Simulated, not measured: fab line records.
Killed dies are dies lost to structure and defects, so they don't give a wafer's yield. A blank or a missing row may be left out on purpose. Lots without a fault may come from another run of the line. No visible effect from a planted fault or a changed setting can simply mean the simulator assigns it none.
Which tool was responsible?	flow berkeley_cmos170	Sampling: 14 lots, 42 wafers, 6 of 331 route steps

WHAT THE GAUGES READ, wafer by wafer
UCB170_PLDD_TW_MEAS_11. Usual: PLDD_TW typically reads 1000, with standard deviation 6.7.
lot	measured	on	PLDD_TW	flag
L456	day 7 13:22	film_metro-02	991 997 995	
L459	day 9 00:41	film_metro-03	957 965 954	OFF
L463	day 9 18:32	film_metro-01	990 999 998	
L462	day 9 18:50	film_metro-03	960 960 959	OFF
L466	day 10 13:15	film_metro-01	1003 999 1003	
L469	day 11 08:52	film_metro-03	999 999 998	
L471	day 11 22:13	film_metro-01	1012 1004 1006	
L472	day 11 22:29	film_metro-02	1007 1008 1007	
L473	day 12 14:06	film_metro-02	1003 999 998	
L475	day 13 00:36	film_metro-02	1008 1007 1013	
L477	day 13 12:49	film_metro-02	1002 1006 1003	
L476	day 13 12:41	film_metro-01	990 989 990	
L478	day 13 18:22	film_metro-02	1007 1009 1009	
L479	day 13 18:05	film_metro-01	991 989 988	

UCB170_SDANNEAL_RS_MEAS_04: measurement is done with a four-point probe. Usual: PLDD_RS typically reads 1032.0 ohm/sq, with standard deviation 2.8.
lot	measured	on	PLDD_RS (ohm/sq)	flag
L456	day 8 08:03	film_metro-02	1034.7 1033.3 1034.0	
L459	day 9 20:47	film_metro-01	1129.3 1128.1 1129.5	OFF
L463	day 10 12:01	film_metro-01	1033.0 1032.0 1033.5	
L462	day 10 12:31	film_metro-02	1131.7 1132.1 1131.5	OFF
L466	day 11 07:08	film_metro-02	1029.6 1034.0 1026.1	
L469	day 12 08:35	film_metro-03	1033.9 1033.8 1031.6	
L471	day 12 13:52	film_metro-01	1027.9 1028.7 1031.4	
L472	day 12 14:32	film_metro-02	1033.0 1031.4 1032.6	
L473	day 13 04:43	film_metro-03	1031.3 1032.1 1030.9	
L475	day 13 15:20	film_metro-02	1027.8 1028.4 1027.1	
L477	day 14 05:55	film_metro-01	1032.5 1034.6 1029.7	
L476	day 14 05:53	film_metro-03	1035.4 1035.9 1033.9	
L478	day 14 10:12	film_metro-01	1030.5 1027.5 1028.2	
L479	day 14 06:22	film_metro-03	1037.4 1036.5 1036.5	

WHICH TOOL RAN EACH LOT (tool, then ch and the chambers of the sampled wafers, then the start)
lot	UCB170_PWELL_ETCH_14	UCB170_ACTIVE_ETCH_15	UCB170_PLDD_IMPLANT_09	UCB170_SPACER_ETCHBACK_03
L456	rie_diel-02 ch 0,1,2, day 3 09:31	rie_diel-04 ch 1,2,3, day 4 13:51	implanter-04 ch 0, day 7 13:07	rie_diel-04 ch 0,1,2, day 8 02:54
L459	rie_diel-02 ch 0,2,3, day 4 02:23	rie_diel-01 ch 1,2,3, day 5 12:06	implanter-04 ch 0, day 9 00:26	rie_diel-03 ch 0,2,3, day 9 11:28
L463	rie_diel-03 ch 1,2,3, day 4 18:33	rie_diel-02 ch 2,3, day 6 04:58	implanter-02 ch 0, day 9 18:19	rie_diel-03 ch 1,2, day 10 04:59
L462	rie_diel-01 ch 0,2,3, day 4 18:49	rie_diel-01 ch 0,1, day 6 05:14	implanter-04 ch 0, day 9 18:38	rie_diel-04 ch 0,1,2, day 10 05:01
L466	rie_diel-01 ch 0,3, day 5 06:42	rie_diel-01 ch 0,1,2, day 7 03:36	implanter-02 ch 0, day 10 13:01	rie_diel-02 ch 0,1,3, day 11 02:20
L469	rie_diel-01 ch 0,1,3, day 6 01:06	rie_diel-02 ch 0,1,3, day 8 00:22	implanter-02 ch 0, day 11 08:37	rie_diel-03 ch 0,3, day 11 23:29
L471	rie_diel-02 ch 0,1,3, day 6 13:37	rie_diel-04 ch 0,1,2, day 8 13:44	implanter-02 ch 0, day 11 21:58	rie_diel-04 ch 0,2,3, day 12 06:58
L472	rie_diel-03 ch 0,2,3, day 6 13:41	rie_diel-01 ch 0,1,3, day 8 13:12	implanter-03 ch 0, day 11 22:14	rie_diel-03 ch 0,3, day 12 06:58
L473	rie_diel-01 ch 1,2, day 7 06:38	rie_diel-02 ch 0,3, day 9 07:43	implanter-04 ch 0, day 12 13:51	rie_diel-04 ch 1,3, day 12 23:50
L475	rie_diel-01 ch 0,1,2, day 7 22:29	rie_diel-04 ch 0,1, day 9 19:20	implanter-03 ch 0, day 13 00:21	rie_diel-03 ch 0,2,3, day 13 09:01
L477	rie_diel-01 ch 1,2,3, day 8 10:24	rie_diel-01 ch 1,2, day 10 08:56	implanter-04 ch 0, day 13 12:34	rie_diel-02 ch 0,1,3, day 13 21:58
L476	rie_diel-02 ch 0,1,2, day 8 10:31	rie_diel-02 ch 0,1,2, day 10 08:25	implanter-03 ch 0, day 13 12:26	rie_diel-04 ch 0,1,3, day 13 21:58
L478	rie_diel-02 ch 1,2, day 8 23:24	rie_diel-01 ch 1,2,3, day 11 01:23	implanter-04 ch 0, day 13 18:09	rie_diel-03 ch 0,1, day 14 02:31
L479	rie_diel-01 ch 1,2,3, day 8 23:41	rie_diel-04 ch 1,2,3, day 11 01:08	implanter-03 ch 0, day 13 17:50	rie_diel-03 ch 0,1,2, day 13 21:58
- UCB170_PWELL_ETCH_14: etches Si3N4 in CH3F/Ar/O2, stops on SiO2, target depth 242 nm, time 151 s.
- UCB170_ACTIVE_ETCH_15: etches Si3N4 in CH3F/Ar/O2, stops on SiO2, target depth 242 nm, time 151 s.
- UCB170_PLDD_IMPLANT_09
- UCB170_SPACER_ETCHBACK_03: etches SiO2 in CHF3/CF4/Ar, stops on Si, target depth 376 nm, time 100 s.

AS READ BY THE TOOLS THEMSELVES (means over the sampled wafers that have a number; for cases with no such wafer, the mark the record gives instead)
UCB170_PWELL_ETCH_14. Usual: drypump_motor_current_A 5.4 A, standard deviation 0.37; oes_product_au 0.945 a.u., standard deviation 0.014; throttle_valve_pct 8.09 %, standard deviation 0.099.
lot	tool	drypump_motor_current_A (A)	oes_product_au (a.u.)	throttle_valve_pct (%)	flag
L456	rie_diel-02	5.2	0.948	8.04	
L459	rie_diel-02	5.1	0.927	8.15	
L463	rie_diel-03	5.4	0.952	8.12	
L462	rie_diel-01	5.6	0.955	8.07	
L466	rie_diel-01	5.8	0.946	8.05	
L469	rie_diel-01	5.6	0.948	8.06	
L471	rie_diel-02	5.3	0.944	8.10	
L472	rie_diel-03	5.4	0.957	8.14	
L473	rie_diel-01	5.2	0.944	8.02	
L475	rie_diel-01	5.4	0.945	8.02	
L477	rie_diel-01	5.5	0.949	8.07	
L476	rie_diel-02	5.2	0.954	8.05	
L478	rie_diel-02	5.2	0.955	8.02	
L479	rie_diel-01	5.5	0.950	8.06	

UCB170_ACTIVE_ETCH_15. Usual: drypump_motor_current_A 5.6 A, standard deviation 0.45; oes_product_au 0.941 a.u., standard deviation 0.014; throttle_valve_pct 8.07 %, standard deviation 0.087.
lot	tool	drypump_motor_current_A (A)	oes_product_au (a.u.)	throttle_valve_pct (%)	flag
L456	rie_diel-04	6.1	0.936	8.06	
L459	rie_diel-01	5.5	0.945	8.07	
L463	rie_diel-02	5.2	0.922	8.24	
L462	rie_diel-01	5.5	0.940	8.01	
L466	rie_diel-01	5.4	0.947	8.01	
L469	rie_diel-02	5.3	0.938	8.09	
L471	rie_diel-04	6.0	0.948	8.10	
L472	rie_diel-01	5.6	0.939	8.05	
L473	rie_diel-02	5.2	0.937	8.11	
L475	rie_diel-04	6.1	0.930	8.13	
L477	rie_diel-01	5.2	0.951	8.05	
L476	rie_diel-02	5.1	0.948	8.05	
L478	rie_diel-01	5.5	0.951	8.07	
L479	rie_diel-04	6.1	0.928	8.05	

UCB170_PLDD_IMPLANT_09. Usual: beam_on_s 10.03 s, standard deviation 0.2; dose_ions_cm2 4.999e+13, standard deviation 6.3e+10; faraday_current_uA 158, standard deviation 3.1.
lot	tool	beam_on_s (s)	dose_ions_cm2	faraday_current_uA	flag
L456	implanter-04	9.81	5.001e+13	162	
L459	implanter-04	10.20	3.900e+13	121	OFF
L463	implanter-02	10.11	5.007e+13	157	
L462	implanter-04	10.04	3.903e+13	123	OFF
L466	implanter-02	10.17	5.000e+13	156	
L469	implanter-02	10.00	5.000e+13	159	
L471	implanter-02	10.09	4.996e+13	157	
L472	implanter-03	9.92	5.006e+13	160	
L473	implanter-04	9.86	4.993e+13	160	
L475	implanter-03	10.16	4.997e+13	156	
L477	implanter-04	10.24	4.996e+13	155	
L476	implanter-03	9.86	4.993e+13	160	
L478	implanter-04	10.20	4.995e+13	155	
L479	implanter-03	10.07	5.003e+13	157	

UCB170_SPACER_ETCHBACK_03. Usual: drypump_motor_current_A 5.7 A, standard deviation 0.48; oes_product_au 0.900 a.u., standard deviation 0.015; throttle_valve_pct 6.51 %, standard deviation 0.077.
lot	tool	drypump_motor_current_A (A)	oes_product_au (a.u.)	throttle_valve_pct (%)	flag
L456	rie_diel-04	6.0	0.895	6.52	
L459	rie_diel-03	5.4	0.894	6.53	
L463	rie_diel-03	5.7	0.909	6.50	
L462	rie_diel-04	5.9	0.914	6.52	
L466	rie_diel-02	5.3	0.908	6.50	
L469	rie_diel-03	5.7	0.906	6.49	
L471	rie_diel-04	6.1	0.890	6.49	
L472	rie_diel-03	5.4	0.897	6.49	
L473	rie_diel-04	6.2	0.888	6.52	
L475	rie_diel-03	5.4	0.899	6.54	
L477	rie_diel-02	5.3	0.909	6.50	
L476	rie_diel-04	6.2	0.894	6.51	
L478	rie_diel-03	6.1	0.905	6.47	
L479	rie_diel-03	5.8	0.891	6.52	

THE ANSWER, worked out from the rows above alone
Rule: take the mean of a lot's wafers that have a number; if it is more than 3 standard deviations from the usual mean, the lot is off. A lot without any number at a reading at which 4 lots or more have one is off too. The other lots that the step has rows for count as sound. First the gauges in route order, then the tools' own readings, where a lot's mean is used as printed above. At the first step where some lot is off, the reading lying furthest off is the one used; lots without a number count as furthest.
Off: at UCB170_PLDD_TW_MEAS_11 (PLDD_TW), L459, L462.
A tool fits if, at a process step before that reading, it ran every lot that is off, and no sound lot after the first of them. The gauges at UCB170_PLDD_TW_MEAS_11 aren't tried: what is off there is off at UCB170_SDANNEAL_RS_MEAS_04 too, on other tools, and a gauge's error can't cause that. Not one of the candidates tried fits.

WHAT WAS PUT IN BY THE SIMULATOR
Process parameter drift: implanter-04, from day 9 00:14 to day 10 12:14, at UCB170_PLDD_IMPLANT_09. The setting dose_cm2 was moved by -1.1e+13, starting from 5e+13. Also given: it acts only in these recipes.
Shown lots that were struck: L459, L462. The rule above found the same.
